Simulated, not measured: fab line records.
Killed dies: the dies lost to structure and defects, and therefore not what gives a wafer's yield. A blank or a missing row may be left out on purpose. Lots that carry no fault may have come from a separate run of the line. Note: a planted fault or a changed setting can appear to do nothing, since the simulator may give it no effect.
Lot-split experiment -- flow berkeley cmos170 -- route with 331 steps; 5 lots, 23 wafers read

== ON THE SPLIT ==
At UCB170_SCREENOX_OXIDATION_01 (target thk 14.4 nm, ox time 2400 s), the setting temp c was moved away from the recipe's 900 C on 20 of the 23 wafers read, by -2.2% to +2.4%. This setting was run at the recipe's value on the other wafers.

Between the split and the reading, the file records no step.

== THE READING ==
SCREENOX_OXIDE_THK at UCB170_SCREENOX_THK_MEAS_02, in nm. Typical for fault-free wafers on this fab line: 14.28 nm, with standard deviation 0.2 nm.

wafer,"tool, chamber at the split","temp c as run, C",against the recipe,"SCREENOX_OXIDE_THK, nm",against lot-mates on the recipe
L074.1,"furnace-04, 0",900,recipe,14.76,-
L074.3,"furnace-04, 0",900,recipe,14.62,-
L074.4,"furnace-04, 0",900,recipe,14.57,-
L077.1,"-, -",921.5,+2.4%,17.75,no lot-mate on the recipe
L077.2,"-, -",921.5,+2.4%,17.61,no lot-mate on the recipe
L077.4,"-, -",921.5,+2.4%,17.96,no lot-mate on the recipe
L077.5,"-, -",921.5,+2.4%,17.73,no lot-mate on the recipe
L077.6,"-, -",921.5,+2.4%,17.70,no lot-mate on the recipe
L081.1,"-, -",889.3,-1.2%,12.86,no lot-mate on the recipe
L081.2,"-, -",889.3,-1.2%,12.59,no lot-mate on the recipe
L081.4,"-, -",889.3,-1.2%,12.45,no lot-mate on the recipe
L081.5,"-, -",889.3,-1.2%,12.67,no lot-mate on the recipe
L081.6,"-, -",889.3,-1.2%,12.61,no lot-mate on the recipe
L083.1,"-, -",886.9,-1.5%,12.27,no lot-mate on the recipe
L083.2,"-, -",886.9,-1.5%,12.34,no lot-mate on the recipe
L083.4,"-, -",886.9,-1.5%,12.37,no lot-mate on the recipe
L083.5,"-, -",886.9,-1.5%,12.27,no lot-mate on the recipe
L083.6,"-, -",886.9,-1.5%,12.09,no lot-mate on the recipe
L085.1,"-, -",880.3,-2.2%,11.15,no lot-mate on the recipe
L085.2,"-, -",880.3,-2.2%,11.30,no lot-mate on the recipe
L085.3,"-, -",880.3,-2.2%,11.46,no lot-mate on the recipe
L085.4,"-, -",880.3,-2.2%,11.58,no lot-mate on the recipe
L085.5,"-, -",880.3,-2.2%,11.16,no lot-mate on the recipe

THE FIT
A straight line over all 23 wafers: SCREENOX_OXIDE_THK changes by +1.42 nm for each +1% of temp c; r = +1.00; the points scatter about the line by 0.17 nm.
Too few moved wafers with a lot-mate on the recipe to fit a line net of each lot's own level.

== THE WHOLE CHAIN: every reading that the file lists as answering this split, in the file's order ==
step,what it does,reading,change (the file's fit),r (the file's)
UCB170_SCREENOX_OXIDATION_01,"target thk 14.4 nm, ox time 2400 s","SiO2_of_SCREENOX_OXIDATION_01.thk nm (the simulator's own value, which no gauge read)",+1.42 nm for each +1% of the setting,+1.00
UCB170_SCREENOX_THK_MEAS_02,,SCREENOX_OXIDE_THK,+1.42 for each +1% of the setting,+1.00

== THE FILE'S OWN FIT ==
SCREENOX_OXIDE_THK changes by +1.42 nm for each +1% of temp c, r = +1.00.
